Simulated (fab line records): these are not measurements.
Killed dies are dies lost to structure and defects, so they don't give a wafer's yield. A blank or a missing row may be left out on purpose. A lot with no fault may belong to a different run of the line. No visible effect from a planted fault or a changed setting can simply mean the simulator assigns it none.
A struck lot beside a sound one	flow ritCmos	44 steps out of a route of 202
Sound: these wafers, L558.1, L558.5, L558.6. Wafers struck: L570.1, L570.2, L570.3. The cause is given at the end.
For every step that has rows: the tool of each side, followed by ch and its chambers, followed by its first start. Under that, the readings that differ: sound wafers	struck wafers	difference of the means	sigmas: that difference in standard deviations of wafers without a fault.
alike: a reading whose means differ by less than 2 such deviations, as well as words and numbers matching on both sides. not compared: withheld readings; readings where some wafer has no value; bounds like >300 that might hide an equal value; numbers whose values overlap and for which the record gives no deviation.
A row with sigmas, a row that says differs or no value, or rows on one side alone: a step with any of these is where the two part. Numbers that have no deviation but don't overlap get no sigmas and don't part them. A reading that every wafer of one side lacks parts them only if that side has two wafers or more.

first, 1 step without rows for these wafers: RIT_PRETRO_IMPLANT_08.
RIT_PRETRO_STRIP_09: strips in O2, time 180 s.
  sound on plasmaAsher-01 ch 0,1, day 3 17:39; struck on plasmaAsher-02 ch 0,1, day 6 05:37
  alike: drypumpMotorCurrentA
  not compared: rfHoursCounterH
RIT_PRETRO_TW_MEAS_10:
  sound on filmMetro-01, day 3 17:50; struck on filmMetro-01, day 6 05:47
  alike: PRETRO_TW
then, 5 steps without rows for these wafers: RIT_GATE_WET_ETCH_00 (etches SiO2 in BOE, target depth 56 nm, time 60 s); RIT_GATE_CLEAN_01 (cleans in SC1, time 600 s); RIT_GATE_CLEAN_02 (cleans in dHF, time 30 s); RIT_GATE_CLEAN_03 (cleans in SC2, time 600 s); RIT_GATE_CLEAN_04 (cleans in dHF, time 60 s).
RIT_FOX2_THK_MEAS_91:
  sound on filmMetro-03, day 3 18:19; struck on filmMetro-03, day 6 06:17
  alike: FIELD_OXIDE_LEFT_2_THK
then, 2 steps without rows for these wafers: RIT_GATE_OXIDATION_05 (target thk 3 nm, ox time 270 s); RIT_GATE_ANNEAL_06 (time 600 s).
RIT_GATE_THK_MEAS_07:
  sound on filmMetro-01, day 3 21:26; struck on filmMetro-01, day 6 07:41
  alike: GATE_OXIDE_THK
RIT_GATE_CVD_08: deposits poly-Si from SiH4, target thk 250 nm, time 2220 s.
  sound on lpcvd-01 ch 0, day 3 21:29; struck on lpcvd-02 ch 0, day 6 07:44
reading	sound	struck	difference	sigmas
sih4FlowSccm (sccm)	99.97 100.04 99.95	80.15 80.18 80.06	-19.86	-79
zonePowerSourcePct (%)	10.9 10.9 10.6	13.6 13.6 13.6	+2.8	+3
model.poly-Si_of_GATE_CVD_08.thkNm (nm)	251.1 250.8 250.5	201.1 203.4 200.7	-49.1	
RIT_GATE_THK_MEAS_09:
  sound on filmMetro-04, day 3 23:06; struck on filmMetro-04, day 6 10:10
reading	sound	struck	difference	sigmas
GATE_POLY_THK (nm)	251.1 251.0 250.4	200.9 203.2 200.7	-49.2	-21
then, 6 steps without rows for these wafers: RIT_GATE_HMDS_10 (prime time 60 s); RIT_GATE_COAT_11 (resist thk 833.8 nm); RIT_GATE_SOFTBAKE_12 (time 60 s); RIT_GATE_EXPOSE_13 (exposes mask M6, target cd 150 nm); RIT_GATE_PEB_14; RIT_GATE_DEVELOP_15 (develop time 50 s).
RIT_GATE_CD_MEAS_16: the cd target is 150 nm.
  sound on cdSem-02, day 4 00:14; struck on cdSem-01, day 6 11:12
  alike: cdNm
RIT_GATE_OVL_MEAS_17:
  sound on overlay-02, day 4 00:21; struck on overlay-02, day 6 11:19
  alike: GATE_OVL
then, 1 step without rows for these wafers: RIT_GATE_HARDBAKE_18 (time 60 s).
RIT_GATE_ETCH_19: etches poly-Si in SF6/CHF3/O2, stops on SiO2, time 165 s, target depth 312.5 nm.
  sound on rieSi-02 ch 0,1,2, day 4 00:32; struck on rieSi-01 ch 0,1,2, day 6 11:30
reading	sound	struck	difference	sigmas
oesProductAu (a.u.)	0.860 0.835 0.831	0.744 0.727 0.724	-0.110	-10
model.GATE.featureDepthNm (nm)	251.1 250.8 250.5	201.1 203.4 200.7	-49.1	
model.etch.depthNm (nm)	251.1 250.8 250.5	201.1 203.4 200.7	-49.1	
  alike: O2_flow_sccm, drypumpMotorCurrentA, throttleValvePct
  not compared: rfHoursCounterH
RIT_GATE_STRIP_20: strips in O2, time 180 s.
  sound on plasmaAsher-04 ch 0,1, day 4 00:38; struck on plasmaAsher-04 ch 0,1, day 6 11:37
  alike: drypumpMotorCurrentA
  not compared: rfHoursCounterH
RIT_GATE_CD_MEAS_90: the cd target is 150 nm.
  sound on cdSem-02, day 4 00:49; struck on cdSem-02, day 6 11:47
  alike: cdNm
then, 4 steps without rows for these wafers: RIT_REOX_CLEAN_00 (cleans in SC1, time 600 s); RIT_REOX_CLEAN_01 (cleans in dHF, time 30 s); RIT_REOX_CLEAN_02 (cleans in SC2, time 600 s); RIT_REOX_OXIDATION_03 (target thk 25.2 nm, ox time 5580 s).
RIT_REOX_THK_MEAS_04:
  sound on filmMetro-01, day 4 04:38; struck on filmMetro-01, day 6 14:52
  alike: REOX_OXIDE_THK
then, 6 steps without rows for these wafers: RIT_NLDD_HMDS_00 (prime time 60 s); RIT_NLDD_COAT_01 (resist thk 1000 nm); RIT_NLDD_SOFTBAKE_02 (time 60 s); RIT_NLDD_EXPOSE_03 (exposes mask M7, target cd 40700 nm); RIT_NLDD_PEB_04; RIT_NLDD_DEVELOP_05 (develop time 50 s).
RIT_NLDD_OVL_MEAS_06:
  sound on overlay-02, day 4 05:42; struck on overlay-01, day 6 15:46
  alike: NLDD_OVL
then, 2 steps without rows for these wafers: RIT_NLDD_HARDBAKE_07 (time 60 s); RIT_NLDD_IMPLANT_08.
RIT_NLDD_STRIP_09: strips in O2, time 180 s.
  sound on plasmaAsher-01 ch 0,1, day 4 06:14; struck on plasmaAsher-04 ch 0,1, day 6 16:07
  alike: drypumpMotorCurrentA
  not compared: rfHoursCounterH
RIT_NLDD_TW_MEAS_10:
  sound on filmMetro-04, day 4 06:24; struck on filmMetro-03, day 6 16:17
  alike: NLDD_TW
RIT_SDANNEAL_CLEAN_02: cleans in SC2, time 600 s.
  sound on wetBench-04 ch 1, day 4 13:49; struck on wetBench-04 ch 1, day 7 00:22
reading	sound	struck	difference	sigmas
model.poly-Si_of_GATE_CVD_08.thkNm (nm)	164.9 163 162.8	112.8 116.9 113.2	-49.3	
  alike: bathHeatDutyPct, tempC
RIT_M1_PROBE_99:
  sound on prober-01, day 4 21:49; struck on prober-01, day 7 15:38
reading	sound	struck	difference	sigmas
model.etest.pmosTurned.rOnOhmUm	3307 3240 3265	3039 3210 3219	-115	
model.etest.nmosTurned.driveUaUm	338.7 342.6 338.9	423.7 405.6 403.7	+70.9	
model.etest.pmosTurned.driveUaUm	197.6 201.9 200.2	235.3 211.9 208.7	+18.7	
  alike: killedAtContacts, killedAtFrontEnd, killedDies, killedOnRim, killedOpen, killedShort
  not compared: model.etest.pmos_0p3.rOnOhmUm, model.etest.pmos_0p15.rOnOhmUm, model.etest.nmos_0p3.rOnOhmUm, model.etest.nmos_0p15.rOnOhmUm, model.etest.nmos_0p15.driveUaUm

== WHERE THEY PART ==
First at RIT_GATE_CVD_08; last, within this record, at RIT_GATE_ETCH_19. Later steps at which nothing parts them and some readings are alike: RIT_GATE_STRIP_20, RIT_GATE_CD_MEAS_90, RIT_REOX_THK_MEAS_04, RIT_NLDD_OVL_MEAS_06, RIT_NLDD_STRIP_09, RIT_NLDD_TW_MEAS_10, RIT_SDANNEAL_CLEAN_02, RIT_M1_PROBE_99.

WHY: what had been put in by the simulator
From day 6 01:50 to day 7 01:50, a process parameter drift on lpcvd-02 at RIT_GATE_CVD_08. The setting sih4FlowSccm was moved by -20, starting from 100.
